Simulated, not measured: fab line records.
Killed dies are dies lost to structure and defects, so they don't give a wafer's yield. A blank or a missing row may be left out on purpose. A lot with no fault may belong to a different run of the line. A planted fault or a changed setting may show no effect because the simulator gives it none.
Code-filled problem report in 8D (eight disciplines) form | flow rit-cmos | the parts of the form that need people (team, actions taken, sign-off) are left out

== 1. PROBLEM STATEMENT ==
Wafers without a fault read 62.55 W, standard deviation 0.051; heater-power-total-W at RIT_NLDD_HARDBAKE_07 reads a mean of 67.65 W on 6 wafers belonging to 2 lots. That is +99 or more standard deviations from the usual mean.
The step: time 60 s.
The first sign was on wafer L922.1 at day 3 08:39, on litho-track-03. At this step, 18 wafers from 6 lots have a number in the record. Rule for "out" (also "out of limits"): further than 4 standard deviations from the usual mean. Any other wafer with a number is counted as sound.

== 2. WHAT IT IS, WHAT IT ISN'T ==
question                    | is                                 | is not
which readings at this step | heater-power-total-W, plate-temp-C | -
which lots                  | L922, L925                         | L920, L921, L936, L937
which wafers of those lots  | all that have a number             | -
read on which tools         | litho-track-03                     | litho-track-01
when                        | from day 3 08:39                   | up to then (6 sound wafers); but 6 sound wafers of L936, L937 came after

== 3. SUSPECTS, AND WHAT RULES EACH OUT ==
Counting: a tool stays on the suspect list if, at a process step up to the reading, it processed all lots that are out and no sound lot following the first of them.
- litho-track-03 at RIT_NLDD_HARDBAKE_07 (time 60 s): kept. All lots that are out passed through it, beginning with L922 at day 3 08:39, and no sound lot followed; its final sound lot before that point was L921 at day 3 03:47. Its own heater-power-total-W, plate-temp-C readings are out on those wafers.
Left after counting: litho-track-03 at RIT_NLDD_HARDBAKE_07.

== 4. THE CAUSE (what the simulator had put in) ==
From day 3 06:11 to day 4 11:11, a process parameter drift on litho-track-03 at RIT_NLDD_HARDBAKE_07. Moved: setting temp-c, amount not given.
The count eliminated every tool but this one.

== 5. THE CHAIN OF EFFECTS, in route order ==
Each row: a reading whose mean over the struck wafers that have a number lies more than 3 standard deviations from the usual. Only readings for which the record gives a usual standard deviation are gone through. hours: the time from each lot's start at the first step in this table that gives one to its start at this step, as a median over the lots. sigmas: the change in usual standard deviations.
hours | step                 | reading              | usual    | on struck wafers | change | sigmas
0     | RIT_NLDD_HARDBAKE_07 | heater-power-total-W | 62.55 W  | 67.65            | +5.10  | +99 or more
0     | RIT_NLDD_HARDBAKE_07 | plate-temp-C         | 139.97 C | 148.71           | +8.74  | +67
Process steps it contains:
- RIT_NLDD_HARDBAKE_07: time 60 s.

== 6. WHAT WOULD HAVE CAUGHT IT SOONER ==
The fault began at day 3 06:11; the first out-of-limits reading in this record came at day 3 08:39, 2 hours later.
